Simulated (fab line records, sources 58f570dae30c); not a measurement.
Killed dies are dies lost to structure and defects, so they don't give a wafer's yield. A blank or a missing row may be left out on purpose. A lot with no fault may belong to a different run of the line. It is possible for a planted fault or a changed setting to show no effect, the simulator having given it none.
What tool caused it? / flow berkeley_cmos170 / 15 lots with 45 wafers sampled at 2 steps, on a route of 331 steps

## WHAT THE GAUGES SHOWED, per wafer
UCB170_CONTACT_OVL_MEAS_16. Usual: CONTACT_OVL gives 2 nm (standard deviation 5).
lot=L266; measured=day 7 21:04; on=overlay-02; CONTACT_OVL (nm)=4 7 7; flag=
lot=L265; measured=day 7 22:26; on=overlay-02; CONTACT_OVL (nm)=-1 -2 -2; flag=
lot=L267; measured=day 8 01:16; on=overlay-01; CONTACT_OVL (nm)=3 0 0; flag=
lot=L269; measured=day 8 06:15; on=overlay-02; CONTACT_OVL (nm)=-5 2 4; flag=
lot=L268; measured=day 8 07:26; on=overlay-02; CONTACT_OVL (nm)=-4 0 -3; flag=
lot=L272; measured=day 8 08:55; on=overlay-02; CONTACT_OVL (nm)=-131 -125 -124; flag=OFF
lot=L270; measured=day 8 09:01; on=overlay-01; CONTACT_OVL (nm)=-137 -131 -132; flag=OFF
lot=L271; measured=day 8 12:57; on=overlay-02; CONTACT_OVL (nm)=-124 -119 -129; flag=OFF
lot=L273; measured=day 9 00:05; on=overlay-01; CONTACT_OVL (nm)=-128 -125 -130; flag=OFF
lot=L278; measured=day 10 05:51; on=overlay-02; CONTACT_OVL (nm)=-5 3 15; flag=
lot=L281; measured=day 11 03:58; on=overlay-01; CONTACT_OVL (nm)=7 10 2; flag=
lot=L286; measured=day 11 22:00; on=overlay-02; CONTACT_OVL (nm)=5 -1 2; flag=
lot=L285; measured=day 12 00:22; on=overlay-02; CONTACT_OVL (nm)=4 0 3; flag=
lot=L288; measured=day 12 13:08; on=overlay-01; CONTACT_OVL (nm)=3 1 0; flag=
lot=L287; measured=day 12 13:41; on=overlay-02; CONTACT_OVL (nm)=-6 -7 -3; flag=

## WHICH TOOL RAN EACH LOT (tool, then ch and the chambers of the sampled wafers, then the start)
lot=L266; UCB170_CONTACT_EXPOSE_12=krf_scanner-02 ch 0, day 7 20:29
lot=L265; UCB170_CONTACT_EXPOSE_12=krf_scanner-02 ch 0, day 7 21:53
lot=L267; UCB170_CONTACT_EXPOSE_12=krf_scanner-01 ch 0, day 8 00:31
lot=L269; UCB170_CONTACT_EXPOSE_12=krf_scanner-02 ch 0, day 8 05:44
lot=L268; UCB170_CONTACT_EXPOSE_12=krf_scanner-02 ch 0, day 8 06:58
lot=L272; UCB170_CONTACT_EXPOSE_12=krf_scanner-02 ch 0, day 8 08:27
lot=L270; UCB170_CONTACT_EXPOSE_12=krf_scanner-02 ch 0, day 8 08:30
lot=L271; UCB170_CONTACT_EXPOSE_12=krf_scanner-02 ch 0, day 8 12:26
lot=L273; UCB170_CONTACT_EXPOSE_12=krf_scanner-02 ch 0, day 8 23:28
lot=L278; UCB170_CONTACT_EXPOSE_12=krf_scanner-01 ch 0, day 10 05:20
lot=L281; UCB170_CONTACT_EXPOSE_12=krf_scanner-01 ch 0, day 11 03:06
lot=L286; UCB170_CONTACT_EXPOSE_12=krf_scanner-01 ch 0, day 11 21:31
lot=L285; UCB170_CONTACT_EXPOSE_12=krf_scanner-01 ch 0, day 11 23:07
lot=L288; UCB170_CONTACT_EXPOSE_12=krf_scanner-01 ch 0, day 12 12:28
lot=L287; UCB170_CONTACT_EXPOSE_12=krf_scanner-01 ch 0, day 12 12:43
- UCB170_CONTACT_EXPOSE_12: exposes mask CONT, target cd 700 nm.

## WHAT THE TOOLS THEMSELVES READ (means of the sampled wafers that have a number; where no wafer has one, the mark that the record gives instead)
UCB170_CONTACT_EXPOSE_12. Usual: focus_offset_nm at -0.1 nm, with a standard deviation of 0.49.
lot=L266; tool=krf_scanner-02; focus_offset_nm (nm)=-0.3; flag=
lot=L265; tool=krf_scanner-02; focus_offset_nm (nm)=0.3; flag=
lot=L267; tool=krf_scanner-01; focus_offset_nm (nm)=0.2; flag=
lot=L269; tool=krf_scanner-02; focus_offset_nm (nm)=-0.3; flag=
lot=L268; tool=krf_scanner-02; focus_offset_nm (nm)=-1.0; flag=
lot=L272; tool=krf_scanner-02; focus_offset_nm (nm)=-0.0; flag=
lot=L270; tool=krf_scanner-02; focus_offset_nm (nm)=0.1; flag=
lot=L271; tool=krf_scanner-02; focus_offset_nm (nm)=0.5; flag=
lot=L273; tool=krf_scanner-02; focus_offset_nm (nm)=0.0; flag=
lot=L278; tool=krf_scanner-01; focus_offset_nm (nm)=-0.0; flag=
lot=L281; tool=krf_scanner-01; focus_offset_nm (nm)=-0.2; flag=
lot=L286; tool=krf_scanner-01; focus_offset_nm (nm)=-0.0; flag=
lot=L285; tool=krf_scanner-01; focus_offset_nm (nm)=0.4; flag=
lot=L288; tool=krf_scanner-01; focus_offset_nm (nm)=-0.5; flag=
lot=L287; tool=krf_scanner-01; focus_offset_nm (nm)=-0.6; flag=

## THE ANSWER, worked out from the rows above alone
Rule: a lot counts as off when the mean over its wafers that have a number is more than 3 standard deviations away from the usual mean. Also off: a lot with no number at a reading for which 4 or more lots have one. The other lots that the step has rows for count as sound. The gauges are gone through in route order, then the tools' own readings, and for those a lot's mean is taken as printed above. At the first step where some lot is off, the reading lying furthest off is the one used; lots without a number count as furthest.
Off: at UCB170_CONTACT_OVL_MEAS_16 (CONTACT_OVL), L272, L270, L271, L273.
If a tool, at a process step before that reading, ran all the lots that are off and no sound lot after the first of them, it fits. The gauges at UCB170_CONTACT_OVL_MEAS_16 are tried like those tools. One fits: UCB170_CONTACT_EXPOSE_12 on krf_scanner-02. A fault onset in the window from L268 (day 8 06:58, its last sound lot) to L272 (day 8 08:27, its first lot off) fits.

## WHAT THE SIMULATOR PUT IN
Scanner matching overlay: krf_scanner-02, from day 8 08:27 on, at UCB170_CONTACT_EXPOSE_12. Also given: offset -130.
Shown lots that were struck: L272, L270, L271, L273. Same finding as the rule above.
